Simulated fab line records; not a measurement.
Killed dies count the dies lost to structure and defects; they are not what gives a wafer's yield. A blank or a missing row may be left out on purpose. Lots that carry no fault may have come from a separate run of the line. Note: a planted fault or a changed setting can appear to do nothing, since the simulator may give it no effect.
Lot-split experiment :: flow berkeley-cmos170 :: 23 wafers read from 5 lots, route of 331 steps

SPLIT DETAILS
At UCB170_PWELL_ETCH_14 (etches Si3N4 in CH3F/Ar/O2, stops on SiO2, target depth 242 nm, time 151 s), the setting rf-w was moved away from the recipe's 450 W on 6 of the 23 wafers read, by -11.6% to +11.1%. For the rest of the wafers, this setting stayed at what the recipe calls for.

Reading taken at the split's own step.

THE READING
KrF_of_PWELL_COAT_08.thk-nm (the simulator's own value, which no gauge read), in nm, at UCB170_PWELL_ETCH_14 (etches Si3N4 in CH3F/Ar/O2, stops on SiO2, target depth 242 nm, time 151 s). The file does not state a usual value for it. Average 724.3 nm, standard deviation 2.7 nm, over the 17 wafers here run with the recipe.

wafer: L075.1
tool, chamber at the split: rie-diel-03, 3
rf-w as run, W: 450
against the recipe: recipe
KrF_of_PWELL_COAT_08.thk-nm, nm: 726.9
against lot-mates on the recipe: -

wafer: L075.2
tool, chamber at the split: rie-diel-03, 0
rf-w as run, W: 450
against the recipe: recipe
KrF_of_PWELL_COAT_08.thk-nm, nm: 722.5
against lot-mates on the recipe: -

wafer: L075.3
tool, chamber at the split: rie-diel-03, 1
rf-w as run, W: 450
against the recipe: recipe
KrF_of_PWELL_COAT_08.thk-nm, nm: 723.9
against lot-mates on the recipe: -

wafer: L075.4
tool, chamber at the split: rie-diel-03, 0
rf-w as run, W: 450
against the recipe: recipe
KrF_of_PWELL_COAT_08.thk-nm, nm: 719.5
against lot-mates on the recipe: -

wafer: L075.5
tool, chamber at the split: rie-diel-03, 3
rf-w as run, W: 450
against the recipe: recipe
KrF_of_PWELL_COAT_08.thk-nm, nm: 725.6
against lot-mates on the recipe: -

wafer: L074.1
tool, chamber at the split: rie-diel-04, 3
rf-w as run, W: 397.7
against the recipe: -11.6%
KrF_of_PWELL_COAT_08.thk-nm, nm: 734.6
against lot-mates on the recipe: +9.9

wafer: L074.2
tool, chamber at the split: rie-diel-04, 0
rf-w as run, W: 397.7
against the recipe: -11.6%
KrF_of_PWELL_COAT_08.thk-nm, nm: 737.6
against lot-mates on the recipe: +12.9

wafer: L074.3
tool, chamber at the split: rie-diel-04, 2
rf-w as run, W: 397.7
against the recipe: -11.6%
KrF_of_PWELL_COAT_08.thk-nm, nm: 732.1
against lot-mates on the recipe: +7.4

wafer: L074.4
tool, chamber at the split: rie-diel-04, 1
rf-w as run, W: 450
against the recipe: recipe
KrF_of_PWELL_COAT_08.thk-nm, nm: 723.6
against lot-mates on the recipe: -

wafer: L074.5
tool, chamber at the split: rie-diel-04, 0
rf-w as run, W: 450
against the recipe: recipe
KrF_of_PWELL_COAT_08.thk-nm, nm: 725.9
against lot-mates on the recipe: -

wafer: L077.1
tool, chamber at the split: rie-diel-04, 1
rf-w as run, W: 500
against the recipe: +11.1%
KrF_of_PWELL_COAT_08.thk-nm, nm: 707.9
against lot-mates on the recipe: -11.9

wafer: L077.2
tool, chamber at the split: rie-diel-04, 0
rf-w as run, W: 500
against the recipe: +11.1%
KrF_of_PWELL_COAT_08.thk-nm, nm: 710.4
against lot-mates on the recipe: -9.4

wafer: L077.3
tool, chamber at the split: rie-diel-04, 3
rf-w as run, W: 500
against the recipe: +11.1%
KrF_of_PWELL_COAT_08.thk-nm, nm: 710.1
against lot-mates on the recipe: -9.6

wafer: L077.4
tool, chamber at the split: rie-diel-04, 2
rf-w as run, W: 450
against the recipe: recipe
KrF_of_PWELL_COAT_08.thk-nm, nm: 718
against lot-mates on the recipe: -

wafer: L077.5
tool, chamber at the split: rie-diel-04, 3
rf-w as run, W: 450
against the recipe: recipe
KrF_of_PWELL_COAT_08.thk-nm, nm: 721.5
against lot-mates on the recipe: -

wafer: L084.1
tool, chamber at the split: rie-diel-04, 2
rf-w as run, W: 450
against the recipe: recipe
KrF_of_PWELL_COAT_08.thk-nm, nm: 724.2
against lot-mates on the recipe: -

wafer: L084.2
tool, chamber at the split: rie-diel-04, 3
rf-w as run, W: 450
against the recipe: recipe
KrF_of_PWELL_COAT_08.thk-nm, nm: 726.5
against lot-mates on the recipe: -

wafer: L084.4
tool, chamber at the split: rie-diel-04, 0
rf-w as run, W: 450
against the recipe: recipe
KrF_of_PWELL_COAT_08.thk-nm, nm: 727.6
against lot-mates on the recipe: -

wafer: L084.5
tool, chamber at the split: rie-diel-04, 1
rf-w as run, W: 450
against the recipe: recipe
KrF_of_PWELL_COAT_08.thk-nm, nm: 723.6
against lot-mates on the recipe: -

wafer: L084.6
tool, chamber at the split: rie-diel-04, 0
rf-w as run, W: 450
against the recipe: recipe
KrF_of_PWELL_COAT_08.thk-nm, nm: 725
against lot-mates on the recipe: -

wafer: L085.1
tool, chamber at the split: rie-diel-04, 3
rf-w as run, W: 450
against the recipe: recipe
KrF_of_PWELL_COAT_08.thk-nm, nm: 724
against lot-mates on the recipe: -

wafer: L085.2
tool, chamber at the split: rie-diel-04, 1
rf-w as run, W: 450
against the recipe: recipe
KrF_of_PWELL_COAT_08.thk-nm, nm: 728.7
against lot-mates on the recipe: -

wafer: L085.4
tool, chamber at the split: rie-diel-04, 0
rf-w as run, W: 450
against the recipe: recipe
KrF_of_PWELL_COAT_08.thk-nm, nm: 725.7
against lot-mates on the recipe: -

FIT RESULTS
A straight line over all 23 wafers: KrF_of_PWELL_COAT_08.thk-nm changes by -1.11 nm for each +1% of rf-w; r = -0.92; the points scatter about the line by 2.8 nm.
The same after taking each lot's own level away (the mean of its wafers on the recipe; 23 wafers): -0.892 nm for each +1%; r = -0.94; scatter 2 nm.
That fit puts the effect of the largest move of rf-w on the reading at 10 nm.
From 719.75 to 726.13 nm: that is the span of the lots' own levels, equal to 2.4 times the standard deviation above.
So the lot-to-lot level changes the slope: the two fits differ.
Check: for one of the wafers moved furthest among these (-11.6%), held out of the fit, the line's prediction against its lot-mates is +10.4 nm. Against them it came out at +9.85 nm.

THE OTHER SPLITS THESE WAFERS WENT THROUGH
These wafers also went through other splits before the reading. Each is held against what the fit with the lots' levels taken away leaves over:
other split on the same wafers: UCB170_ZERO_COAT_01 resist-thk-nm
wafers away from the commonest value: 9
r with KrF_of_PWELL_COAT_08.thk-nm (lot level and that fit taken away): +0.05

other split on the same wafers: UCB170_PWELL_CVD_05 time-s
wafers away from the commonest value: 10
r with KrF_of_PWELL_COAT_08.thk-nm (lot level and that fit taken away): -0.04

THE WHOLE CHAIN: every reading that the file lists as answering this split, in the file's order
step: UCB170_PWELL_ETCH_14
what it does: etches Si3N4 in CH3F/Ar/O2, stops on SiO2, target depth 242 nm, time 151 s
reading: KrF_of_PWELL_COAT_08.thk-nm (the simulator's own value, which no gauge read)
change (the file's fit): -0.893 nm for each +1% of the setting
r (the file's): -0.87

step: UCB170_PWELL_STRIP_16
what it does: strips in O2
reading: strip-time-to-endpoint-s
change (the file's fit): withheld for each +1% of the setting
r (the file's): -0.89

FILE'S OWN FIT
KrF_of_PWELL_COAT_08.thk-nm changes by -0.893 nm for each +1% of rf-w, r = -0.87.
